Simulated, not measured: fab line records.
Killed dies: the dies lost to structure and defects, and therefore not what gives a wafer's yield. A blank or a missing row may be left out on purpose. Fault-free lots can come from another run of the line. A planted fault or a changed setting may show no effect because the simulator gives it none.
Code-filled problem report in 8D (eight disciplines) form -- flow rit-cmos -- the parts of the form that need people (team, actions taken, sign-off) are left out

## 1. WHAT WENT WRONG
Wafers without a fault read 450 C, standard deviation 0.038; tube-center-temp-C at RIT_M1_ANNEAL_15 reads a mean of 420 C on 6 wafers belonging to 2 lots. That is -99 or more standard deviations from the usual mean.
The step: time 1800 s.
First observed at day 6 01:15: wafer L915.1, on furnace-02. The record holds 42 wafers of 14 lots with a number at this step. The rule behind "out" and "out of limits": a value lying over 4 standard deviations away from the usual mean. The rest of the wafers with a number are treated as sound.

## 2. WHAT THIS IS AND IS NOT
question,is,is not
which readings at this step,"tube-center-temp-C, spike-tc-centre-C, spike-tc-load-C, spike-tc-source-C, tube_center_temp_C_max, zone-power-centre-pct, zone-power-load-pct, zone-power-source-pct",-
which lots,"L915, L916","L902, L903, L904, L905, L906, L907, L908, L909, L910, L911, L912, L913"
which wafers of those lots,all that have a number,-
read on which tools,furnace-02,-
when,from day 6 01:15,up to then (36 sound wafers)

## 3. THE SUSPECTS, EACH WITH WHAT RULES IT OUT
Counting: a tool at a process step up to the reading stays a suspect if it ran every lot that is out and no sound lot after the first of them.
- furnace-02 at RIT_M1_ANNEAL_15 (time 1800 s): kept. It ran every lot that is out, first L915 (day 6 01:15), and no sound lot after that; its last sound lot up to then is L913 (day 5 18:26). On those wafers its own readings are out: spike-tc-centre-C, spike-tc-load-C, spike-tc-source-C, tube-center-temp-C, tube_center_temp_C_max, zone-power-centre-pct, zone-power-load-pct, zone-power-source-pct.
Remaining after the count: furnace-02 at RIT_M1_ANNEAL_15.

## 4. THE CAUSE (what the simulator had put in)
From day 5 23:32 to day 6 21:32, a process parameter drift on furnace-02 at RIT_M1_ANNEAL_15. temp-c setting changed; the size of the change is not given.
Only this tool survived the counting.

## 5. THE EFFECT CHAIN, in route order
Each row: a reading where the mean over the struck wafers with a number is more than 3 standard deviations away from the usual. Scope: only readings with a usual standard deviation given in the record; hours: median across lots of the time from each lot's start at the first step in this table that gives one to its start at this step; sigmas: change in usual standard deviations.
hours,step,reading,usual,on struck wafers,change,sigmas
0,RIT_M1_ANNEAL_15,spike-tc-centre-C,451.6 C,422.0,-29.6,-27
0,RIT_M1_ANNEAL_15,spike-tc-load-C,471.8 C,441.7,-30.1,-32
0,RIT_M1_ANNEAL_15,spike-tc-source-C,468.4 C,438.1,-30.3,-31
0,RIT_M1_ANNEAL_15,tube-center-temp-C,450 C,420,-30,-99 or more
0,RIT_M1_ANNEAL_15,tube_center_temp_C_max,451.19,421.21,-29.98,-99 or more
0,RIT_M1_ANNEAL_15,zone-power-centre-pct,21.02 %,19.52,-1.50,-6.8
0,RIT_M1_ANNEAL_15,zone-power-load-pct,6.97 %,6.21,-0.76,-10
0,RIT_M1_ANNEAL_15,zone-power-source-pct,6.56 %,5.87,-0.69,-9.6
Its process steps:
- RIT_M1_ANNEAL_15: time 1800 s.

## 6. HOW IT WOULD HAVE BEEN CAUGHT EARLIER
First out-of-limits reading in this record: day 6 01:15, which is 2 hours after fault onset at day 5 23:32.
